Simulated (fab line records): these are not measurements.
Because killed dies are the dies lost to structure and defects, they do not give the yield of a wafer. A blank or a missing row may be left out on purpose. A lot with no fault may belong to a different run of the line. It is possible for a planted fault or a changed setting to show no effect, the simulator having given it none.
fab line records -- flow rit-cmos
[record] lots = 15, wafers = 45, last-day = 19
route steps=202 shown PSD@150
lots with no fault: from the same line, run without faults
start-h: hours from the record's opening day to when the first of the lot's shown wafers began -- wait-h: hours since the lot's step before -- " repeats the value in the row above -- L1.1+2: a row that stands for several wafers -- - either no value or no given start -- * or withheld: withheld -- < > ~ a bound
route shown NAME@n: names a module that has steps shown in the file, with the first one's number in the route -- usual: average and standard deviation across the fault-free wafers -- same: alike in all rows -- chamber/n: place in a boat -- sites: per-site readings -- _std_site: how widely they spread, as a standard deviation -- _edge_site: the outer-site mean with the inner-site mean subtracted -- radius-mm: how far each site lies from the wafer's centre -- mask NAME#n: copy n -- behind: the tool/chamber that last shaped the wafer -- hold: why the lot was held/for how many hours/how that ended -- device: names the non-switching transistor (n, p or np) -- end of line: the same wafers' tests at the end of the route -- for a step that has no rows: nothing shown but its recipe -- killed: at the first sort, the dies lost to defects and structure; wafer yield is something else -- map: the dies of a wafer, with x for killed, . for not killed, _ for no die there
set.NAME: setting as actually run; set.NAME@STEP: the setting as run at that earlier step -- model.NAME: the simulator's own value behind a step, which no gauge read
the route's steps for a sample of lots (tables are steps, rows are wafers)
services: from which hour (start-h, from the record's first day; less than 0 if before it) a tool's chamber was out of use, for how many hours, and why
[[steps]]
[step RIT_PSD_IMPLANT_08]
[recipe] species = BF2, energy-kev = 27, dose-cm2 = 5e+15, tilt-deg = 7
[usual] beam-energy-keV = 27.000/0.0084
lot.wafer,tool,chamber,start-h,wait-h,beam-energy-keV
L320.1,implanter-01,0,50.22,0.1,27.004
L320.2,implanter-01,0,50.22,0.1,26.994
L320.5,implanter-01,0,50.22,0.1,27.001
L321.1,implanter-04,0,53.66,0.1,27.004
L321.3,implanter-04,0,53.66,0.1,27.011
L321.4,implanter-04,0,53.66,0.1,27.013
L322.2,implanter-02,0,66.72,0.1,26.989
L322.4,implanter-02,0,66.72,0.1,27.014
L322.6,implanter-02,0,66.72,0.1,27.006
L323.1,implanter-02,0,73.05,0.1,27.009
L323.2,implanter-02,0,73.05,0.1,27.006
L323.6,implanter-02,0,73.05,0.1,27.009
L324.1,implanter-02,0,79.85,0.1,27.009
L324.2,implanter-02,0,79.85,0.1,27.005
L324.5,implanter-02,0,79.85,0.1,27.007
L325.1,implanter-02,0,81.40,0.1,30.522
L325.4,implanter-02,0,81.40,0.1,30.513
L325.5,implanter-02,0,81.40,0.1,30.517
L327.2,implanter-02,0,91.90,0.1,30.496
L327.5,implanter-02,0,91.90,0.1,30.496
L327.6,implanter-02,0,91.90,0.1,30.499
L328.1,implanter-02,0,95.06,0.1,30.498
L328.4,implanter-02,0,95.06,0.1,30.510
L328.5,implanter-02,0,95.06,0.1,30.508
L335.2,implanter-04,0,132.37,0.1,26.999
L335.4,implanter-04,0,132.37,0.1,27.005
L335.6,implanter-04,0,132.37,0.1,27.012
L336.2,implanter-04,0,140.31,0.1,26.997
L336.3,implanter-04,0,140.31,0.1,27.000
L336.4,implanter-04,0,140.31,0.1,27.004
L337.1,implanter-01,0,140.53,0.1,27.004
L337.2,implanter-01,0,140.53,0.1,27.009
L337.3,implanter-01,0,140.53,0.1,27.006
L338.2,implanter-04,0,145.77,0.1,27.006
L338.3,implanter-04,0,145.77,0.1,27.009
L338.6,implanter-04,0,145.77,0.1,27.004
L340.4,implanter-01,0,154.87,0.1,26.995
L340.5,implanter-01,0,154.87,0.1,27.000
L340.6,implanter-01,0,154.87,0.1,26.991
L343.2,implanter-02,0,165.18,0.1,27.011
L343.5,implanter-02,0,165.18,0.1,27.009
L343.6,implanter-02,0,165.18,0.1,27.017
L342.2,implanter-04,0,441.01,0.1,27.007
L342.4,implanter-04,0,441.01,0.1,27.002
L342.5,implanter-04,0,441.01,0.1,27.005
[step RIT_PSD_TW_MEAS_10]
[usual] PSD_TW = 3416/21
lot.wafer,tool,chamber,start-h,wait-h,PSD_TW
L320.1,film-metro-03,-,50.54,0.1,3401
L320.2,film-metro-03,-,50.54,0.1,3397
L320.5,film-metro-03,-,50.54,0.1,3387
L321.1,film-metro-01,-,53.99,0.1,3416
L321.3,film-metro-01,-,53.99,0.1,3429
L321.4,film-metro-01,-,53.99,0.1,3420
L322.2,film-metro-03,-,67.03,0.1,3378
L322.4,film-metro-03,-,67.03,0.1,3373
L322.6,film-metro-03,-,67.03,0.1,3379
L323.1,film-metro-03,-,73.37,0.1,3425
L323.2,film-metro-03,-,73.37,0.1,3427
L323.6,film-metro-03,-,73.37,0.1,3416
L324.1,film-metro-01,-,80.17,0.1,3417
L324.2,film-metro-01,-,80.17,0.1,3416
L324.5,film-metro-01,-,80.17,0.1,3413
L325.1,film-metro-03,-,81.73,0.1,3536
L325.4,film-metro-03,-,81.73,0.1,3508
L325.5,film-metro-03,-,81.73,0.1,3523
L327.2,film-metro-01,-,92.21,0.1,3536
L327.5,film-metro-01,-,92.21,0.1,3540
L327.6,film-metro-01,-,92.21,0.1,3525
L328.1,film-metro-01,-,95.38,0.1,3532
L328.4,film-metro-01,-,95.38,0.1,3530
L328.5,film-metro-01,-,95.38,0.1,3529
L335.2,film-metro-01,-,132.68,0.1,3432
L335.4,film-metro-01,-,132.68,0.1,3439
L335.6,film-metro-01,-,132.68,0.1,3466
L336.2,film-metro-03,-,140.62,0.1,3378
L336.3,film-metro-03,-,140.62,0.1,3392
L336.4,film-metro-03,-,140.62,0.1,3379
L337.1,film-metro-04,-,140.85,0.1,3427
L337.2,film-metro-04,-,140.85,0.1,3394
L337.3,film-metro-04,-,140.85,0.1,3411
L338.2,film-metro-04,-,146.08,0.1,3411
L338.3,film-metro-04,-,146.08,0.1,3416
L338.6,film-metro-04,-,146.08,0.1,3406
L340.4,film-metro-01,-,155.15,0.1,3421
L340.5,film-metro-01,-,155.15,0.1,3446
L340.6,film-metro-01,-,155.15,0.1,3425
L343.2,film-metro-04,-,165.49,0.1,3416
L343.5,film-metro-04,-,165.49,0.1,3407
L343.6,film-metro-04,-,165.49,0.1,3419
L342.2,film-metro-01,-,441.32,0.1,3396
L342.4,film-metro-01,-,441.32,0.1,3417
L342.5,film-metro-01,-,441.32,0.1,3405
[step RIT_SDANNEAL_RS_MEAS_04]
[recipe] thk-meas-gauge = four-point-probe
[usual] PSD_RS = 115.9/0.33
lot.wafer,tool,chamber,start-h,wait-h,PSD_RS[ohm/sq]
L320.1,film-metro-04,-,51.03,0.0,116.3
L320.2,film-metro-04,-,51.03,0.0,116.0
L320.5,film-metro-04,-,51.03,0.0,116.2
L321.1,film-metro-03,-,54.47,0.0,116.2
L321.3,film-metro-03,-,54.47,0.0,116.3
L321.4,film-metro-03,-,54.47,0.0,116.3
L322.2,film-metro-01,-,67.53,0.1,115.9
L322.4,film-metro-01,-,67.53,0.1,116.1
L322.6,film-metro-01,-,67.53,0.1,115.9
L323.1,film-metro-03,-,73.86,0.0,116.4
L323.2,film-metro-03,-,73.86,0.0,116.4
L323.6,film-metro-03,-,73.86,0.0,116.4
L324.1,film-metro-04,-,80.66,0.0,115.6
L324.2,film-metro-04,-,80.66,0.0,115.4
L324.5,film-metro-04,-,80.66,0.0,115.8
L325.1,film-metro-04,-,82.21,0.0,108.9
L325.4,film-metro-04,-,82.21,0.0,108.5
L325.5,film-metro-04,-,82.21,0.0,108.4
L327.2,film-metro-01,-,92.71,0.1,108.8
L327.5,film-metro-01,-,92.71,0.1,108.8
L327.6,film-metro-01,-,92.71,0.1,109.2
L328.1,film-metro-01,-,95.87,0.0,108.7
L328.4,film-metro-01,-,95.87,0.0,108.6
L328.5,film-metro-01,-,95.87,0.0,108.7
L335.2,film-metro-01,-,133.21,0.1,116.3
L335.4,film-metro-01,-,133.21,0.1,116.1
L335.6,film-metro-01,-,133.21,0.1,115.9
L336.2,film-metro-03,-,141.13,0.1,116.3
L336.3,film-metro-03,-,141.13,0.1,116.1
L336.4,film-metro-03,-,141.13,0.1,116.3
L337.1,film-metro-01,-,141.35,0.0,116.0
L337.2,film-metro-01,-,141.35,0.0,115.6
L337.3,film-metro-01,-,141.35,0.0,115.8
L338.2,film-metro-03,-,146.57,0.1,115.5
L338.3,film-metro-03,-,146.57,0.1,115.5
L338.6,film-metro-03,-,146.57,0.1,115.5
L340.4,film-metro-04,-,155.72,0.1,116.1
L340.5,film-metro-04,-,155.72,0.1,116.1
L340.6,film-metro-04,-,155.72,0.1,115.7
L343.2,film-metro-04,-,166.06,0.1,115.8
L343.5,film-metro-04,-,166.06,0.1,115.6
L343.6,film-metro-04,-,166.06,0.1,115.8
L342.2,film-metro-01,-,442.00,0.1,115.7
L342.4,film-metro-01,-,442.00,0.1,116.2
L342.5,film-metro-01,-,442.00,0.1,116.0
[[services]]
tool,chamber,start-h,hours,kind
implanter-01,-,30.53,3.9,pm
implanter-02,-,34.70,0.8,repair
implanter-04,-,76.29,4.6,pm
implanter-01,-,97.06,5.9,repair
implanter-02,-,101.02,1.8,repair
implanter-04,-,161.84,0.6,repair
implanter-02,-,190.79,1.1,repair
implanter-04,-,295.99,1.1,repair
implanter-04,-,305.97,5.7,pm
implanter-04,-,317.12,3.6,repair
implanter-04,-,320.70,1.9,repair
implanter-04,-,339.71,0.6,repair
implanter-02,-,341.86,5.4,pm
implanter-02,-,347.35,5.4,pm
implanter-02,-,378.45,64.7,pm
implanter-04,-,406.63,1.3,repair
implanter-01,-,433.68,3.0,pm
[[key]]
[first-sign] step = RIT_PSD_IMPLANT_08, reading = beam-energy-keV, direction = up, sigmas = 99+, usual = 27.000, struck = 30.506
[effect] step = RIT_PSD_TW_MEAS_10, reading = PSD_TW, direction = up, sigmas = 5.4, usual = 3416, struck = 3529
[effect] step = RIT_SDANNEAL_RS_MEAS_04, reading = PSD_RS, direction = down, sigmas = 22, usual = 115.9, struck = 108.7
met-at RIT_PSD_IMPLANT_08
struck-lots L325,L327,L328
tester-left-out L325,L327,L328
onset-between 79.85 81.40
[fault] kind = process-parameter-drift, tool = implanter-02, chamber = -, onset-h = 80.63, steps = RIT_PSD_IMPLANT_08, channel = energy-kev, offset = 3.51, shape = step, end-h = 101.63, acts-in = these-recipes-only, stated = 27
// tester-left-out: of these lots the tester's yield and bins aren't shown, on N5 and GAA mostly nor the transistor test; their killed dies are dies lost to structure and defects alone, not to doping, threshold or leakage, so they don't give the yield
